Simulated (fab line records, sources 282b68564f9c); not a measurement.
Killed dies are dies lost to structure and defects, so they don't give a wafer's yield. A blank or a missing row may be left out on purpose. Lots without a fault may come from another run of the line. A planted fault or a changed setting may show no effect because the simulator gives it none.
fab line records | flow rit_cmos
record lots=6 wafers=18 last_day=7
route steps=202 shown NRETRO@55 PRETRO@64 M1@202
lots that met no fault: from a run of the same line without faults
start_h: hours from the record's first day to the start of the lot's first wafer shown | wait_h: hours since the lot's step before | " the same as in the row above | L1.1+2: a row that stands for several wafers | - no value, or no start given | * or withheld: withheld | < > ~ a bound
route shown NAME@n: a module of which the file shows steps, and the number in the route of the first | usual: mean/standard deviation of fault-free wafers | same: alike in all rows | chamber/n: place in a boat | sites: the reading at each site | _std_site: their standard deviation | _edge_site: outer sites' mean less inner sites' | radius_mm: how far each site lies from the wafer's centre | mask NAME#n: copy n | behind: the tool/chamber that last shaped the wafer | hold: why the lot was held/for how many hours/how that ended | device: the transistor (n, p or np) that didn't switch | end of line: the same wafers' tests at the end of the route | a step without rows: its recipe alone | killed: dies lost to structure and defects at the first sort, not the wafer's yield | map: a wafer's dies, x killed, . not, _ none there
set.NAME: the setting as run; set.NAME@STEP: as run at that earlier step | model.NAME: the simulator's own value behind a step, which no gauge read
lots at some steps of the route; a table a step, a row a wafer
services: from which hour (start_h, from the record's first day; less than 0 if before it) a tool's chamber was out of use, for how many hours, and why
## steps
# step RIT_NRETRO_SOFTBAKE_02
# recipe resist=NOVOLAK temp_c=90 time_s=60
# step RIT_NRETRO_EXPOSE_03
# recipe mask_id=M4 na=0.57 target_cd_nm=43900 dose_mj=250
# step RIT_NRETRO_PEB_04
# recipe resist=NOVOLAK temp_c=withheld time_s=withheld
# step RIT_NRETRO_DEVELOP_05
# recipe resist=NOVOLAK develop_time_s=67.08 dev_temp_c=23
# step RIT_NRETRO_OVL_MEAS_06
# usual NRETRO_OVL=-0.2/1.4
# columns lot.wafer tool chamber start_h wait_h NRETRO_OVL[nm]
L346.1 overlay-02 - 40.84 - -2.5
L346.2 " - " " 1.3
L346.4 " - " " 0.3
L347.1 overlay-01 - 45.76 - -0.7
L347.2 " - " " 1.1
L347.6 " - " " -1.5
L357.2 overlay-02 - 94.14 - 1.4
L357.3 " - " " 1.5
L357.5 " - " " 1.2
L361.2 overlay-01 - 116.63 - -1.1
L361.4 " - " " -1.0
L361.6 " - " " 0.8
L363.1 overlay-01 - 134.38 - -0.2
L363.4 " - " " 0.0
L363.6 " - " " -2.0
L367.3 overlay-01 - 148.47 - 0.4
L367.4 " - " " 0.2
L367.5 " - " " -0.4
# step RIT_NRETRO_HARDBAKE_07
# recipe resist=NOVOLAK temp_c=140 time_s=120
# step RIT_NRETRO_IMPLANT_08
# recipe species=P energy_kev=70 dose_cm2=1e+13 tilt_deg=7
# step RIT_NRETRO_STRIP_09
# recipe chemistry=O2 time_s=180 resist=NOVOLAK platen_temp_c=withheld power_w=500 pressure_mtorr=4000 o2_flow_sccm=4000
# usual drypump_motor_current_A=5.86/0.21
# same time_s=180
# columns lot.wafer tool chamber start_h wait_h drypump_motor_current_A rf_hours_counter_h
L346.1 plasma_asher-01 0 41.27 0.1 5.66 40
L346.2 " 1 " " 5.67 40
L346.4 " 1 " " 5.66 -
L347.1 plasma_asher-01 1 46.20 0.1 5.71 41
L347.2 " 0 " " 5.68 41
L347.6 " 0 " " 5.68 -
L357.2 plasma_asher-03 1 94.57 0.1 5.97 32
L357.3 " 0 " " 6.15 -
L357.5 " 1 " " 5.95 -
L361.2 plasma_asher-03 0 117.06 0.1 6.15 35
L361.4 " 0 " " 6.14 -
L361.6 " 0 " " 6.16 -
L363.1 plasma_asher-01 1 134.81 0.1 5.63 48
L363.4 " 0 " " 5.68 -
L363.6 " 0 " " 5.64 -
L367.3 plasma_asher-03 0 148.95 0.1 6.15 -
L367.4 " 1 " " 5.96 -
L367.5 " 1 " " 5.97 -
# step RIT_NRETRO_TW_MEAS_10
# usual NRETRO_TW=1044/10
# columns lot.wafer tool chamber start_h wait_h NRETRO_TW
L346.1 film_metro-01 - 41.45 0.1 1036
L346.2 " - " " 1041
L346.4 " - " " 1038
L347.1 film_metro-02 - 46.37 0.1 1054
L347.2 " - " " 1046
L347.6 " - " " 1042
L357.2 film_metro-04 - 94.76 0.1 1058
L357.3 " - " " 1056
L357.5 " - " " 1053
L361.2 film_metro-04 - 117.24 0.1 1055
L361.4 " - " " 1055
L361.6 " - " " 1051
L363.1 film_metro-02 - 134.99 0.1 1038
L363.4 " - " " 1033
L363.6 " - " " 1036
L367.3 film_metro-04 - 149.09 0.1 1061
L367.4 " - " " 1062
L367.5 " - " " 1057
# step RIT_PRETRO_HMDS_00
# recipe prime_time_s=60 prime_temp_c=140
# step RIT_PRETRO_COAT_01
# recipe resist=NOVOLAK spin_rpm=2000 resist_thk_nm=1300
# step RIT_PRETRO_SOFTBAKE_02
# recipe resist=NOVOLAK temp_c=90 time_s=60
# step RIT_PRETRO_EXPOSE_03
# recipe mask_id=M5 na=0.57 target_cd_nm=43700 dose_mj=250
# columns lot.wafer tool chamber start_h wait_h mask model.PRETRO.overlay_x_nm
L346.1+2+4 iline_stepper-01 0 43.84 1.8 M5#0 -0.2719
L347.1+2+6 iline_stepper-01 0 46.88 0.1 M5#0 -0.6096
L357.2+3+5 iline_stepper-01 0 95.28 0.1 M5#0 239.2
L361.2+4+6 iline_stepper-02 0 117.76 0.1 M5#0 -0.07748
L363.1+4+6 iline_stepper-01 0 135.62 0.2 M5#0 239.3
L367.3+4+5 iline_stepper-02 0 149.61 0.1 M5#0 1.426
# step RIT_PRETRO_PEB_04
# recipe resist=NOVOLAK temp_c=withheld time_s=withheld
# step RIT_PRETRO_DEVELOP_05
# recipe resist=NOVOLAK develop_time_s=68 dev_temp_c=23
# step RIT_PRETRO_OVL_MEAS_06
# usual PRETRO_OVL=0.0/1.4
# columns lot.wafer tool chamber start_h wait_h PRETRO_OVL[nm]
L346.1 overlay-02 - 44.34 - 0.4
L346.2 " - " " 1.0
L346.4 " - " " 1.8
L347.1 overlay-01 - 47.31 - -0.6
L347.2 " - " " -1.0
L347.6 " - " " -1.0
L357.2 overlay-02 - 95.70 - 239.4
L357.3 " - " " 239.2
L357.5 " - " " 239.8
L361.2 overlay-02 - 118.18 - 3.3
L361.4 " - " " 1.2
L361.6 " - " " -0.2
L363.1 overlay-01 - 136.05 - 238.4
L363.4 " - " " 238.0
L363.6 " - " " 237.0
L367.3 overlay-01 - 150.02 - 1.5
L367.4 " - " " 2.2
L367.5 " - " " 3.2
# step RIT_PRETRO_HARDBAKE_07
# recipe resist=NOVOLAK temp_c=140 time_s=120
# step RIT_M1_PROBE_99
# usual killed_at_front_end=6.6/2.8 killed_dies=6.6/2.8 killed_open=3.3/1.9 killed_short=3.2/1.8
# same gross_dies=264 killed_at_M0_to_M3=0 killed_at_M4_up=0 killed_at_back_side=0 killed_at_contacts=0 killed_at_other=0
# columns lot.wafer tool chamber start_h wait_h killed_at_front_end killed_dies killed_open killed_short model.etest.well_edge_left.line_ohm_um model.etest.retro_edge_nmos.off_log10_a_um model.etest.retro_edge_pmos.off_log10_a_um
L346.1 prober-02 - 73.59 0.1 4 4 3 1 184.5 -10.2 -10.37
L346.2 prober-02 - 73.64 0.1 6 6 3 3 183.3 -9.8 -10.48
L346.4 prober-02 - 73.74 0.2 8 8 3 5 181 -10.09 -10.7
L347.1 prober-01 - 75.09 0.1 8 8 2 6 184 -9.839 -10.38
L347.2 prober-01 - 75.14 0.1 4 4 3 1 184.4 -9.425 -10.02
L347.6 prober-01 - 75.34 0.2 5 5 4 1 184.7 -9.786 -10.31
L357.2 prober-01 - 122.92 0.1 4 4 2 2 188.5 -7.981 -8.434
L357.3 prober-01 - 122.97 0.2 11 11 3 8 185.3 -7.723 -8.2
L357.5 prober-01 - 123.07 0.2 4 4 0 4 183.8 -8.218 -8.283
L361.2 prober-01 - 149.76 0.1 4 4 0 4 185 -10.52 -10.45
L361.4 prober-01 - 149.86 0.2 11 11 7 4 182.6 -10.37 -10.33
L361.6 prober-01 - 149.96 0.2 4 4 2 2 181.3 -10.19 -10.15
L363.1 prober-01 - 166.14 0.1 4 4 3 1 181.7 -8.367 -8.346
L363.4 prober-01 - 166.29 0.2 4 4 3 1 186.2 -8.229 -8.363
L363.6 prober-01 - 166.39 0.2 5 5 0 5 184.7 -7.927 -8.323
L367.3 prober-01 - 179.04 0.2 8 8 3 5 182.4 -9.341 -9.413
L367.4 prober-01 - 179.09 0.2 8 8 5 3 182.8 -9.635 -9.711
L367.5 prober-01 - 179.14 0.2 5 5 2 3 182 -9.431 -9.77
# killed by level:class
L346.1 FOX2:geometric_particle:open=1 GATE:geometric_particle:open=1 SPACER:geometric_particle:short=1 SILICIDE:geometric_particle:open=1
L346.2 GATE:geometric_particle:short=2 GATE:geometric_particle:open=2 REOX:geometric_particle:open=1 SPACER:geometric_particle:short=1
L346.4 SPACER:geometric_particle:open=2 SILICIDE:geometric_particle:short=2 GATE:geometric_particle:short=1 REOX:geometric_particle:open=1 REOX:geometric_particle:short=1 SPACER:geometric_particle:short=1
L347.1 GATE:geometric_particle:short=2 GATE:geometric_particle:open=2 ACTIVE:geometric_particle:short=1 FOX1:geometric_particle:short=1 REOX:geometric_particle:short=1 SPACER:geometric_particle:short=1
L347.2 FOX1:geometric_particle:open=1 GATE:geometric_particle:open=1 SPACER:geometric_particle:short=1 SILICIDE:geometric_particle:open=1
L347.6 SILICIDE:geometric_particle:open=2 GATE:geometric_particle:open=1 REOX:geometric_particle:open=1 SILICIDE:geometric_particle:short=1
L357.2 GATE:geometric_particle:open=1 REOX:geometric_particle:short=1 SILICIDE:geometric_particle:open=1 SILICIDE:geometric_particle:short=1
L357.3 GATE:geometric_particle:short=6 FOX1:geometric_particle:short=1 GATE:geometric_particle:open=1 REOX:geometric_particle:short=1 REOX:geometric_particle:open=1 SPACER:geometric_particle:open=1
L357.5 GATE:geometric_particle:short=1 REOX:geometric_particle:short=1 SPACER:geometric_particle:short=1 SILICIDE:geometric_particle:short=1
L361.2 GATE:geometric_particle:short=3 FOX1:geometric_particle:short=1
L361.4 SPACER:geometric_particle:open=2 SILICIDE:geometric_particle:short=2 FOX1:geometric_particle:open=1 FOX2:geometric_particle:open=1 GATE:geometric_particle:open=1 REOX:geometric_particle:open=1 REOX:geometric_particle:short=1 SPACER:geometric_particle:short=1
L361.6 REOX:geometric_particle:short=2 FOX1:geometric_particle:open=1 SILICIDE:geometric_particle:open=1
L363.1 FOX2:geometric_particle:open=1 GATE:geometric_particle:short=1 GATE:geometric_particle:open=1 SILICIDE:geometric_particle:open=1
L363.4 GATE:geometric_particle:open=2 SPACER:geometric_particle:open=1 SPACER:geometric_particle:short=1
L363.6 GATE:geometric_particle:short=2 FOX2:geometric_particle:short=1 REOX:geometric_particle:short=1 SILICIDE:geometric_particle:short=1
L367.3 FOX1:geometric_particle:short=2 SPACER:geometric_particle:open=2 SILICIDE:geometric_particle:short=2 GATE:geometric_particle:open=1 SPACER:geometric_particle:short=1
L367.4 FOX2:geometric_particle:open=2 GATE:geometric_particle:open=2 FOX1:geometric_particle:short=1 FOX2:geometric_particle:short=1 SPACER:geometric_particle:open=1 SPACER:geometric_particle:short=1
L367.5 SPACER:geometric_particle:short=2 FOX2:geometric_particle:open=1 GATE:geometric_particle:short=1 SILICIDE:geometric_particle:open=1
## services
# columns tool chamber start_h hours kind
iline_stepper-01 - 28.59 - consumable_replace:lamp
iline_stepper-02 - 49.74 9.0 repair
plasma_asher-03 - 57.27 5.9 repair
iline_stepper-01 - 102.16 5.5 repair
plasma_asher-01 - 105.85 1.3 repair
plasma_asher-01 - 108.39 19.9 repair
iline_stepper-02 0 110.26 - calibration
iline_stepper-01 - 142.98 4.4 pm
## key
first_sign step=RIT_PRETRO_OVL_MEAS_06 reading=PRETRO_OVL direction=up sigmas=99+ usual=0.0 struck=238.6
effect none on later readings
model_effect step=RIT_PRETRO_EXPOSE_03 value=PRETRO.overlay_x_nm without=-0.7484 struck=239.3
model_effect step=RIT_M1_PROBE_99 value=etest.well_edge_left.line_ohm_um without=182.1 struck=185
met_at RIT_PRETRO_EXPOSE_03
struck_wafers L357.2,L357.3,L357.5,L363.1,L363.4,L363.6
tester_left_out L357,L363
onset_between 46.88 95.28
fault kind=scanner_matching_overlay tool=iline_stepper-01 chamber=- onset_h=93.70 steps=RIT_PRETRO_EXPOSE_03 offset=240
# tester_left_out: of these lots the tester's yield and bins aren't shown, on N5 and GAA mostly nor the transistor test; their killed dies are dies lost to structure and defects alone, not to doping, threshold or leakage, so they don't give the yield
